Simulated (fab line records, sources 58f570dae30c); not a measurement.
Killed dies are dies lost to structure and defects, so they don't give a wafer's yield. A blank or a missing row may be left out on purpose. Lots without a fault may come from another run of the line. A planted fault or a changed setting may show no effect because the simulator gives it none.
fab line records | flow berkeley_cmos170 | part 1 of 2: steps 1 to 27 of 37
record lots=5 wafers=15 last_day=13
route steps=331 shown PWELL@35 WELLDRIVE@55 ACTIVE@60
lots that met no fault: from a run of the same line without faults
start_h: hours from the record's first day to the start of the lot's first wafer shown | wait_h: hours since the lot's step before | " the same as in the row above | L1.1+2: a row that stands for several wafers | - no value, or no start given | * or withheld: withheld | < > ~ a bound
route shown NAME@n: a module of which the file shows steps, and the number in the route of the first | usual: mean/standard deviation of fault-free wafers | same: alike in all rows | chamber/n: place in a boat | sites: the reading at each site | _std_site: their standard deviation | _edge_site: outer sites' mean less inner sites' | radius_mm: how far each site lies from the wafer's centre | mask NAME#n: copy n | behind: the tool/chamber that last shaped the wafer | hold: why the lot was held/for how many hours/how that ended | device: the transistor (n, p or np) that didn't switch | end of line: the same wafers' tests at the end of the route | a step without rows: its recipe alone | killed: dies lost to structure and defects at the first sort, not the wafer's yield | map: a wafer's dies, x killed, . not, _ none there
set.NAME: the setting as run; set.NAME@STEP: as run at that earlier step | model.NAME: the simulator's own value behind a step, which no gauge read
lots at some steps of the route; a table a step, a row a wafer
services: from which hour (start_h, from the record's first day; less than 0 if before it) a tool's chamber was out of use, for how many hours, and why
## steps
# step UCB170_PWELL_CLEAN_01
# recipe chemistry=dHF dilution=25:1 time_s=60
# columns lot.wafer tool chamber start_h wait_h
L078.2+5+6 wet_bench-04 1 65.16 0.0
L082.2+3+6 wet_bench-02 1 89.57 0.2
L094.2+3+6 wet_bench-02 3 144.46 0.0
L095.1+4+6 wet_bench-03 0 152.45 0.0
L096.3+4+5 wet_bench-04 0 153.26 0.0
# step UCB170_PWELL_OXIDATION_02
# recipe temp_c=1000 ambient=O2 target_thk_a=264 ox_time_s=1260
# usual zone_power_source_pct=32.0/0.98
# columns lot.wafer tool chamber start_h wait_h zone_power_source_pct
L078.2 furnace-02 0 70.10 4.9 34.9
L078.5 " 0 " " 33.8
L078.6 " 0 " " 34.1
L082.2 furnace-01 0 91.32 1.7 32.1
L082.3 " 0 " " 32.2
L082.6 " 0 " " 31.7
L094.2 furnace-01 0 152.01 7.5 32.4
L094.3 " 0 " " 31.6
L094.6 " 0 " " 32.6
L095.1 furnace-04 0 158.57 6.1 31.0
L095.4 " 0 " " 31.3
L095.6 " 0 " " 30.9
L096.3 furnace-04 0 158.57 5.3 31.3
L096.4 " 0 " " 31.5
L096.5 " 0 " " 31.6
# step UCB170_PWELL_THK_MEAS_03
# recipe reads=SiO2_of_PWELL_OXIDATION_02
# usual PWELL_OXIDE_THK=26.0/0.6
# columns lot.wafer tool chamber start_h wait_h PWELL_OXIDE_THK[nm]
L078.2 film_metro-03 - 71.46 0.0 25.3
L078.5 " - " " 25.4
L078.6 " - " " 25.8
L082.2 film_metro-04 - 92.72 0.1 27.1
L082.3 " - " " 26.6
L082.6 " - " " 26.7
L094.2 film_metro-04 - 153.37 0.0 26.2
L094.3 " - " " 25.9
L094.6 " - " " 26.4
L095.1 film_metro-02 - 159.92 0.0 25.7
L095.4 " - " " 26.0
L095.6 " - " " 25.7
L096.3 film_metro-03 - 159.94 0.0 26.2
L096.4 " - " " 26.1
L096.5 " - " " 25.7
# step UCB170_PWELL_ANNEAL_04
# recipe temp_c=1000 time_s=900 ambient=N2
# usual zone_power_source_pct=32.4/1.3
# columns lot.wafer tool chamber start_h wait_h zone_power_source_pct
L078.2 furnace-01 0 74.61 3.1 32.3
L078.5 " 0 " " 32.3
L078.6 " 0 " " 31.6
L082.2 furnace-04 0 96.69 4.0 31.3
L082.3 " 0 " " 31.1
L082.6 " 0 " " 31.2
L094.2 furnace-04 0 159.92 6.5 31.5
L094.3 " 0 " " 31.3
L094.6 " 0 " " 31.6
L095.1 furnace-04 0 166.17 6.2 31.7
L095.4 " 0 " " 31.8
L095.6 " 0 " " 31.6
L096.3 furnace-04 0 166.17 6.2 31.8
L096.4 " 0 " " 31.4
L096.5 " 0 " " 30.8
# step UCB170_PWELL_CVD_05
# recipe material=Si3N4 target_thk_nm=220 temp_c=800 precursor=SiH2Cl2/NH3 time_s=3300 pressure_mtorr=200 sih2cl2_flow_sccm=25 nh3_flow_sccm=75
# usual zone_power_source_pct=18.3/2.4
# columns lot.wafer tool chamber start_h wait_h zone_power_source_pct
L078.2 lpcvd-01 0 76.38 0.5 14.7
L078.5 " 0 " " 14.7
L078.6 " 0 " " 14.7
L082.2 lpcvd-02 1 97.94 0.0 20.6
L082.3 " 1 " " 20.8
L082.6 " 1 " " 21.2
L094.2 lpcvd-02 0 161.17 0.0 20.3
L094.3 " 0 " " 20.0
L094.6 " 0 " " 19.9
L095.1 lpcvd-02 1 167.42 0.0 20.7
L095.4 " 1 " " 20.7
L095.6 " 1 " " 21.1
L096.3 lpcvd-02 0 167.42 0.0 20.2
L096.4 " 0 " " 20.0
L096.5 " 0 " " 19.8
# step UCB170_PWELL_THK_MEAS_06
# recipe reads=Si3N4_of_PWELL_CVD_05
# usual PWELL_NITRIDE_THK=220.5/1.7
# columns lot.wafer tool chamber start_h wait_h PWELL_NITRIDE_THK[nm]
L078.2 film_metro-03 - 78.30 0.0 219.0
L078.5 " - " " 219.9
L078.6 " - " " 220.9
L082.2 film_metro-04 - 99.90 0.0 219.5
L082.3 " - " " 219.8
L082.6 " - " " 219.4
L094.2 film_metro-03 - 163.10 0.0 219.6
L094.3 " - " " 217.7
L094.6 " - " " 219.0
L095.1 film_metro-04 - 169.34 0.0 218.4
L095.4 " - " " 221.1
L095.6 " - " " 220.6
L096.3 film_metro-03 - 169.36 0.0 218.8
L096.4 " - " " 217.9
L096.5 " - " " 219.9
# step UCB170_PWELL_HMDS_07
# recipe prime_time_s=60 prime_temp_c=100
# usual chill_plate_temp_C=23.00/0.1 resist_line_temp_C=22.99/0.093
# columns lot.wafer tool chamber start_h wait_h chill_plate_temp_C resist_line_temp_C
L078.2 litho_track-01 0 78.38 0.1 22.90 22.96
L078.5 " 0 " " 22.90 23.04
L078.6 " 0 " " 22.87 22.93
L082.2 litho_track-02 0 100.93 1.0 22.98 22.94
L082.3 " 0 " " 22.88 22.98
L082.6 " 0 " " 22.97 23.05
L094.2 litho_track-02 0 163.17 0.1 22.96 23.03
L094.3 " 0 " " 22.87 23.06
L094.6 " 0 " " 22.98 22.81
L095.1 litho_track-01 0 169.82 0.5 23.02 22.99
L095.4 " 0 " " 23.03 22.83
L095.6 " 0 " " 23.01 22.90
L096.3 litho_track-02 0 170.01 0.6 23.01 22.87
L096.4 " 0 " " 22.94 22.94
L096.5 " 0 " " 22.88 22.90
# step UCB170_PWELL_COAT_08
# recipe resist=KrF spin_rpm=1500 resist_thk_nm=900
# usual chill_plate_temp_C=23.01/0.12 resist_line_temp_C=23.01/0.1
# columns lot.wafer tool chamber start_h wait_h chill_plate_temp_C resist_line_temp_C
L078.2 litho_track-01 0 78.53 0.1 23.19 23.06
L078.5 " 0 " " 22.89 23.15
L078.6 " 0 " " 22.99 23.12
L082.2 litho_track-02 0 101.08 0.1 22.96 22.90
L082.3 " 0 " " 23.05 23.07
L082.6 " 0 " " 22.96 22.98
L094.2 litho_track-02 0 163.32 0.1 23.21 22.89
L094.3 " 0 " " 22.99 22.92
L094.6 " 0 " " 23.04 22.98
L095.1 litho_track-01 0 169.97 0.1 23.14 23.04
L095.4 " 0 " " 23.06 23.09
L095.6 " 0 " " 22.91 22.99
L096.3 litho_track-02 0 170.16 0.1 22.99 22.97
L096.4 " 0 " " 22.82 23.03
L096.5 " 0 " " 22.79 22.90
# step UCB170_PWELL_SOFTBAKE_09
# recipe resist=KrF temp_c=130 time_s=60
# usual chill_plate_temp_C=23.02/0.099 resist_line_temp_C=23.02/0.098
# columns lot.wafer tool chamber start_h wait_h chill_plate_temp_C resist_line_temp_C
L078.2 litho_track-01 0 78.68 0.1 22.93 23.02
L078.5 " 0 " " 22.85 23.07
L078.6 " 0 " " 22.91 23.09
L082.2 litho_track-02 0 101.23 0.1 23.10 23.01
L082.3 " 0 " " 23.13 22.87
L082.6 " 0 " " 22.95 23.22
L094.2 litho_track-02 0 163.47 0.1 23.12 23.09
L094.3 " 0 " " 22.91 23.10
L094.6 " 0 " " 23.04 23.13
L095.1 litho_track-01 0 170.12 0.1 22.90 22.94
L095.4 " 0 " " 23.01 22.90
L095.6 " 0 " " 23.09 23.06
L096.3 litho_track-02 0 170.31 0.1 22.96 23.01
L096.4 " 0 " " 23.04 23.19
L096.5 " 0 " " 23.03 23.13
# step UCB170_PWELL_EXPOSE_10
# recipe mask_id=PWELL target_cd_nm=3000 na=0.5 sigma_outer=0.6 source_shape=conventional dose_mj=19
# columns lot.wafer tool chamber start_h wait_h mask
L078.2+5+6 krf_scanner-02 0 79.76 1.1 PWELL#0
L082.2+3+6 krf_scanner-02 0 101.38 0.1 PWELL#0
L094.2+3+6 krf_scanner-02 0 163.62 0.1 PWELL#0
L095.1+4+6 krf_scanner-01 0 170.27 0.1 PWELL#0
L096.3+4+5 krf_scanner-01 0 170.45 0.1 PWELL#0
# step UCB170_PWELL_PEB_11
# recipe peb_temp_c=130 peb_time_s=withheld resist=KrF
# usual chill_plate_temp_C=23.04/0.11 resist_line_temp_C=23.00/0.12
# columns lot.wafer tool chamber start_h wait_h chill_plate_temp_C resist_line_temp_C
L078.2 litho_track-04 0 79.88 0.1 22.98 23.19
L078.5 " 0 " " 23.09 23.03
L078.6 " 0 " " 23.04 23.06
L082.2 litho_track-01 0 102.21 0.8 22.83 23.18
L082.3 " 0 " " 22.92 22.99
L082.6 " 0 " " 22.98 23.02
L094.2 litho_track-04 0 163.74 0.1 22.93 22.93
L094.3 " 0 " " 22.81 23.11
L094.6 " 0 " " 22.85 23.02
L095.1 litho_track-01 0 170.82 0.5 23.11 23.04
L095.4 " 0 " " 23.28 22.93
L095.6 " 0 " " 23.11 22.98
L096.3 litho_track-01 0 171.14 0.7 23.08 23.15
L096.4 " 0 " " 23.10 23.19
L096.5 " 0 " " 23.21 23.08
# step UCB170_PWELL_DEVELOP_12
# recipe developer=TMAH develop_time_s=45 resist=KrF dev_temp_c=21
# usual chill_plate_temp_C=23.02/0.1 resist_line_temp_C=23.02/0.1
# columns lot.wafer tool chamber start_h wait_h chill_plate_temp_C resist_line_temp_C
L078.2 litho_track-04 0 - - 23.13 22.96
L078.5 " 0 " " 23.07 22.91
L078.6 " 0 " " 23.07 22.97
L082.2 litho_track-01 0 - - 22.95 22.96
L082.3 " 0 " " 23.05 23.15
L082.6 " 0 " " 22.83 23.18
L094.2 litho_track-04 0 - - 23.11 23.01
L094.3 " 0 " " 22.94 23.07
L094.6 " 0 " " 23.05 23.06
L095.1 litho_track-01 0 - - 23.16 23.14
L095.4 " 0 " " 23.06 22.98
L095.6 " 0 " " 23.02 23.04
L096.3 litho_track-01 0 - - 22.90 23.15
L096.4 " 0 " " 23.06 23.08
L096.5 " 0 " " 23.05 23.02
# step UCB170_PWELL_OVL_MEAS_13
# usual PWELL_OVL=0/5.5
# columns lot.wafer tool chamber start_h wait_h PWELL_OVL[nm]
L078.2 overlay-01 - 80.13 - -7
L078.5 " - " " 1
L078.6 " - " " -1
L082.2 overlay-01 - 102.46 - 0
L082.3 " - " " -3
L082.6 " - " " -3
L094.2 overlay-02 - 164.00 - -9
L094.3 " - " " -11
L094.6 " - " " -6
L095.1 overlay-02 - 171.09 - -5
L095.4 " - " " 6
L095.6 " - " " 5
L096.3 overlay-02 - 171.38 - -2
L096.4 " - " " -9
L096.5 " - " " 4
# step UCB170_PWELL_ETCH_14
# recipe chemistry=CH3F/Ar/O2 target=Si3N4 stop_on=SiO2 CH3F_flow_sccm=20 Ar_flow_sccm=50 O2_flow_sccm=7 pressure_mtorr=50 rf_w=450 target_depth_a=2420 over_etch_frac=0.1 time_s=151
# usual CH3F_flow_sccm=20.00/0.064 O2_flow_sccm=7.000/0.021 chamber_pressure_mTorr=50.00/0.042 drypump_motor_current_A=5.8/0.51 mfc_ar_sccm=50.01/0.15 oes_product_au=0.942/0.015 throttle_valve_pct=8.09/0.13
# columns lot.wafer tool chamber start_h wait_h CH3F_flow_sccm O2_flow_sccm chamber_pressure_mTorr drypump_motor_current_A mfc_ar_sccm oes_product_au rf_hours_counter_h throttle_valve_pct
L078.2 rie_diel-04 2 80.16 0.0 19.92 6.968 49.98 5.8 49.94 0.942 23 8.16
L078.5 " 2 " " 19.91 7.014 49.97 5.8 50.07 0.939 - 8.16
L078.6 " 3 " " 20.07 6.997 49.98 6.4 49.97 0.941 - 8.15
L082.2 rie_diel-02 2 102.49 0.0 19.96 7.005 50.02 6.7 50.22 0.937 115 8.24
L082.3 " 3 " " 20.01 7.025 49.98 5.6 49.67 0.973 55 8.21
L082.6 " 1 " " 19.96 6.977 50.01 5.3 50.16 0.958 - 8.19
L094.2 rie_diel-01 0 164.03 0.0 19.94 6.992 50.01 5.3 50.05 0.948 146 8.07
L094.3 " 3 " " 19.88 6.994 50.06 5.8 49.96 0.921 133 7.86
L094.6 " 0 " " 20.02 6.969 49.97 5.3 50.19 0.938 - 8.06
L095.1 rie_diel-02 3 171.13 0.0 19.97 7.011 50.01 5.6 49.97 0.964 58 8.21
L095.4 " 1 " " 19.96 7.006 49.92 5.3 49.99 0.953 33 8.18
L095.6 " 0 " " 20.03 6.980 49.97 5.2 50.01 0.917 - 7.94
L096.3 rie_diel-04 0 171.40 0.0 20.00 6.949 49.97 5.3 50.13 0.938 2 7.88
L096.4 " 1 " " 20.07 7.004 50.04 5.2 49.92 0.909 73 8.22
L096.5 " 2 " " 20.00 6.986 49.97 5.8 49.99 0.943 - 8.14
# step UCB170_PWELL_IMPLANT_15
# recipe species=B dose_cm2=5e+12 energy_kev=60 tilt_deg=7
# columns lot.wafer tool chamber start_h wait_h
L078.2+5+6 implanter-04 0 80.29 0.1
L082.2+3+6 implanter-02 0 102.62 0.1
L094.2+3+6 implanter-02 0 164.18 0.1
L095.1+4+6 implanter-04 0 171.23 0.1
L096.3+4+5 implanter-02 0 171.60 0.2
# step UCB170_PWELL_STRIP_16
# recipe chemistry=O2 power_w=400 pressure_mtorr=3500 platen_temp_c=withheld o2_flow_sccm=400 overash_fraction=0.5
# usual chamber_pressure_mTorr=3500.1/3 drypump_motor_current_A=5.5/0.46 oes_product_au=0.720/0.0041 strip_time_to_endpoint_s=18.01/0.084
# columns lot.wafer tool chamber start_h wait_h chamber_pressure_mTorr drypump_motor_current_A oes_product_au rf_hours_counter_h strip_time_to_endpoint_s
L078.2 plasma_asher-01 1 80.41 0.1 3501.1 6.2 0.722 33 18.04
L078.5 " 0 " " 3503.7 5.3 0.716 - 18.03
L078.6 " 1 " " 3502.3 6.2 0.721 - 18.07
L082.2 plasma_asher-02 0 102.74 0.1 3500.3 6.1 0.718 37 17.87
L082.3 " 0 " " 3498.6 6.1 0.720 - 17.96
L082.6 " 1 " " 3493.1 5.2 0.712 - 17.99
L094.2 plasma_asher-04 0 164.43 0.2 3506.2 5.0 0.716 4 17.92
L094.3 " 1 " " 3498.8 5.2 0.723 - 17.94
L094.6 " 0 " " 3500.1 5.0 0.723 - 17.86
L095.1 plasma_asher-02 0 171.38 0.1 3504.0 6.1 0.719 45 18.12
L095.4 " 0 " " 3497.1 6.1 0.716 - 18.06
L095.6 " 1 " " 3500.3 5.2 0.722 - 18.01
L096.3 plasma_asher-04 1 171.84 0.2 3499.7 5.2 0.717 - 18.13
L096.4 " 0 " " 3498.5 5.0 0.720 - 17.97
L096.5 " 1 " " 3501.5 5.3 0.727 - 18.09
# step UCB170_PWELL_TW_MEAS_17
# usual PWELL_TW=383/3.6
# columns lot.wafer tool chamber start_h wait_h PWELL_TW
L078.2 film_metro-04 - 80.52 0.1 385
L078.5 " - " " 385
L078.6 " - " " 384
L082.2 film_metro-02 - 102.85 0.1 379
L082.3 " - " " 379
L082.6 " - " " 379
L094.2 film_metro-02 - 164.54 0.1 378
L094.3 " - " " 379
L094.6 " - " " 376
L095.1 film_metro-03 - 171.48 0.1 385
L095.4 " - " " 384
L095.6 " - " " 383
L096.3 film_metro-03 - 171.92 0.1 386
L096.4 " - " " 384
L096.5 " - " " 385
# step UCB170_PWELL_CLEAN_18
# recipe chemistry=SPM temp_c=120 time_s=600
# columns lot.wafer tool chamber start_h wait_h
L078.2+5+6 wet_bench-03 3 83.88 3.4
L082.2+3+6 wet_bench-04 0 105.16 2.3
L094.2+3+6 wet_bench-02 3 164.59 0.0
L095.1+4+6 wet_bench-04 1 172.13 0.6
L096.3+4+5 wet_bench-04 1 172.13 0.2
# step UCB170_PWELL_WET_ETCH_19
# recipe chemistry=H3PO4 target=Si3N4 temp_c=160 time_s=14400
# columns lot.wafer tool chamber start_h wait_h
L078.2+5+6 wet_bench-02 0 84.14 0.1
L082.2+3+6 wet_bench-04 1 105.83 0.5
L094.2+3+6 wet_bench-02 1 164.76 0.0
L095.1+4+6 wet_bench-04 1 172.52 0.2
L096.3+4+5 wet_bench-04 1 172.52 0.2
# step UCB170_PWELL_WET_ETCH_20
# recipe chemistry=BOE dilution=5:1 target=SiO2 temp_c=25 time_s=22
# columns lot.wafer tool chamber start_h wait_h
L078.2+5+6 wet_bench-02 3 88.98 0.5
L082.2+3+6 wet_bench-03 2 110.79 0.2
L094.2+3+6 wet_bench-03 3 168.77 0.0
L095.1+4+6 wet_bench-02 3 176.53 0.0
L096.3+4+5 wet_bench-02 0 176.53 0.0
# step UCB170_WELLDRIVE_CLEAN_00
# recipe chemistry=SPM temp_c=120 time_s=600
# columns lot.wafer tool chamber start_h wait_h
L078.2+5+6 wet_bench-02 2 89.38 0.4
L082.2+3+6 wet_bench-03 3 111.18 0.4
L094.2+3+6 wet_bench-02 2 168.79 0.0
L095.1+4+6 wet_bench-03 1 176.54 0.0
L096.3+4+5 wet_bench-03 1 176.54 0.0
# step UCB170_WELLDRIVE_OXIDATION_01
# recipe temp_c=1100 ambient=O2 target_thk_a=1990 ox_time_s=9000
# usual zone_power_source_pct=41.7/1.7
# columns lot.wafer tool chamber start_h wait_h zone_power_source_pct
L078.2 furnace-02 0 91.05 1.5 44.1
L078.5 " 0 " " 43.7
L078.6 " 0 " " 43.8
L082.2 furnace-02 0 114.92 3.5 42.8
L082.3 " 0 " " 43.3
L082.6 " 0 " " 43.5
L094.2 furnace-01 0 171.62 2.7 40.4
L094.3 " 0 " " 40.0
L094.6 " 0 " " 40.6
L095.1 furnace-01 0 181.82 5.1 40.1
L095.4 " 0 " " 39.9
L095.6 " 0 " " 40.8
L096.3 furnace-01 0 181.82 5.1 40.8
L096.4 " 0 " " 40.4
L096.5 " 0 " " 39.8
# step UCB170_WELLDRIVE_THK_MEAS_02
# recipe reads=SiO2_of_WELLDRIVE_OXIDATION_01
# usual WELLDRIVE_OXIDE_THK=198/4.7
# columns lot.wafer tool chamber start_h wait_h WELLDRIVE_OXIDE_THK[nm]
L078.2 film_metro-01 - 94.56 0.0 198
L078.5 " - " " 198
L078.6 " - " " 199
L082.2 film_metro-01 - 118.43 0.0 202
L082.3 " - " " 201
L082.6 " - " " 196
L094.2 film_metro-01 - 175.13 0.0 196
L094.3 " - " " 198
L094.6 " - " " 194
L095.1 film_metro-04 - 185.32 0.0 207
L095.4 " - " " 205
L095.6 " - " " 199
L096.3 film_metro-01 - 185.39 0.1 201
L096.4 " - " " 200
L096.5 " - " " 201
# step UCB170_WELLDRIVE_ANNEAL_03
# recipe temp_c=1100 time_s=900 ambient=N2
# usual zone_power_source_pct=41.5/1.6
# columns lot.wafer tool chamber start_h wait_h zone_power_source_pct
L078.2 furnace-01 0 98.52 4.0 40.2
L078.5 " 0 " " 41.1
L078.6 " 0 " " 40.2
L082.2 furnace-02 0 123.86 5.4 43.3
L082.3 " 0 " " 43.6
L082.6 " 0 " " 43.1
L094.2 furnace-01 0 180.57 5.4 40.4
L094.3 " 0 " " 40.0
L094.6 " 0 " " 40.1
L095.1 furnace-02 0 190.90 5.6 43.8
L095.4 " 0 " " 43.4
L095.6 " 0 " " 44.7
L096.3 furnace-02 0 190.90 5.5 43.4
L096.4 " 0 " " 42.9
L096.5 " 0 " " 42.6
# step UCB170_WELLDRIVE_WET_ETCH_04
# recipe chemistry=BOE dilution=5:1 target=SiO2 temp_c=25 time_s=120
# columns lot.wafer tool chamber start_h wait_h
L078.2+5+6 wet_bench-04 3 99.80 0.0
L082.2+3+6 wet_bench-03 0 125.49 0.4
L094.2+3+6 wet_bench-04 2 181.82 0.0
L095.1+4+6 wet_bench-03 2 192.15 0.0
L096.3+4+5 wet_bench-03 1 192.15 0.0
# step UCB170_ACTIVE_CLEAN_00
# recipe chemistry=SPM temp_c=120 time_s=600
# columns lot.wafer tool chamber start_h wait_h
L078.2+5+6 wet_bench-02 3 99.85 0.0
L082.2+3+6 wet_bench-03 3 125.53 0.0
L094.2+3+6 wet_bench-04 1 181.87 0.0
L095.1+4+6 wet_bench-02 1 192.19 0.0
L096.3+4+5 wet_bench-02 2 192.19 0.0
# step UCB170_ACTIVE_CLEAN_01
# recipe chemistry=dHF dilution=25:1 time_s=60
# columns lot.wafer tool chamber start_h wait_h
L078.2+5+6 wet_bench-03 2 100.02 0.0
L082.2+3+6 wet_bench-03 0 125.73 0.0
L094.2+3+6 wet_bench-04 0 182.44 0.4
L095.1+4+6 wet_bench-03 1 192.36 0.0
L096.3+4+5 wet_bench-03 1 192.36 0.0
